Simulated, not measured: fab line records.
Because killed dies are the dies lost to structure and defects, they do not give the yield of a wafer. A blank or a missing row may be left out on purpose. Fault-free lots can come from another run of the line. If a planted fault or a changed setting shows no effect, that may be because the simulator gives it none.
Which tool is to blame? || flow berkeley-cmos170 || 7 lots, 21 wafers sampled, at 2 steps of a route of 331

## WHAT THE GAUGES READ, wafer by wafer
UCB170_SDANNEAL_RS_MEAS_05: measurement is done with a four-point probe.
{"lot": "L245", "measured": "day 7 03:56", "on": "film-metro-03", "NLDD_RS (ohm/sq)": "615.3 618.5 618.4"}
{"lot": "L248", "measured": "day 8 05:43", "on": "film-metro-02", "NLDD_RS (ohm/sq)": "617.7 618.5 618.4"}
{"lot": "L253", "measured": "day 8 18:07", "on": "film-metro-02", "NLDD_RS (ohm/sq)": "615.8 614.5 615.6"}
{"lot": "L258", "measured": "day 9 20:09", "on": "film-metro-03", "NLDD_RS (ohm/sq)": "619.0 618.5 620.7"}
{"lot": "L263", "measured": "day 10 08:41", "on": "film-metro-03", "NLDD_RS (ohm/sq)": "614.9 615.4 615.5"}
{"lot": "L261", "measured": "day 10 08:49", "on": "film-metro-02", "NLDD_RS (ohm/sq)": "604.7 604.2 603.2"}
{"lot": "L267", "measured": "day 11 21:53", "on": "film-metro-03", "NLDD_RS (ohm/sq)": "616.3 616.1 619.0"}

## WHICH TOOL RAN EACH LOT (tool, then ch and the chambers of the sampled wafers, then the start)
{"lot": "L245", "UCB170_NLDD_IMPLANT_08": "implanter-01 ch 0, day 6 17:38"}
{"lot": "L248", "UCB170_NLDD_IMPLANT_08": "implanter-02 ch 0, day 7 15:04"}
{"lot": "L253", "UCB170_NLDD_IMPLANT_08": "implanter-01 ch 0, day 8 07:40"}
{"lot": "L258", "UCB170_NLDD_IMPLANT_08": "implanter-04 ch 0, day 9 06:47"}
{"lot": "L263", "UCB170_NLDD_IMPLANT_08": "implanter-01 ch 0, day 9 18:46"}
{"lot": "L261", "UCB170_NLDD_IMPLANT_08": "implanter-02 ch 0, day 9 19:37"}
{"lot": "L267", "UCB170_NLDD_IMPLANT_08": "implanter-01 ch 0, day 11 11:45"}
- UCB170_NLDD_IMPLANT_08

## THE ANSWER, worked out from the rows above alone
Rule: the usual values come from the lots themselves. Put in order of their means at a reading, lots are off if they are a third of the lots or fewer, leave a main group of 4 or more, and stand apart from it by a gap of 3 or more times the standard deviation of the main group's means; of several such gaps the widest counts. The tables above print the reading to a certain number of digits; a main group whose means all agree to those digits is not used. Also off: a lot with no number at a reading for which 4 or more lots have one. The other lots that the step has rows for count as sound.
Off: L261, seen at UCB170_SDANNEAL_RS_MEAS_05 (NLDD_RS). Main group: mean 617.1 ohm/sq, sd 1.5.
A tool fits if, at a process step before that reading, it ran every lot that is off, and no sound lot after the first of them. Those tools and the gauges at UCB170_SDANNEAL_RS_MEAS_05 are tried in the same way. This does not decide it: 2 tools fit, namely implanter-02 at UCB170_NLDD_IMPLANT_08 and film-metro-02 at UCB170_SDANNEAL_RS_MEAS_05.

## WHAT THE SIMULATOR PUT IN
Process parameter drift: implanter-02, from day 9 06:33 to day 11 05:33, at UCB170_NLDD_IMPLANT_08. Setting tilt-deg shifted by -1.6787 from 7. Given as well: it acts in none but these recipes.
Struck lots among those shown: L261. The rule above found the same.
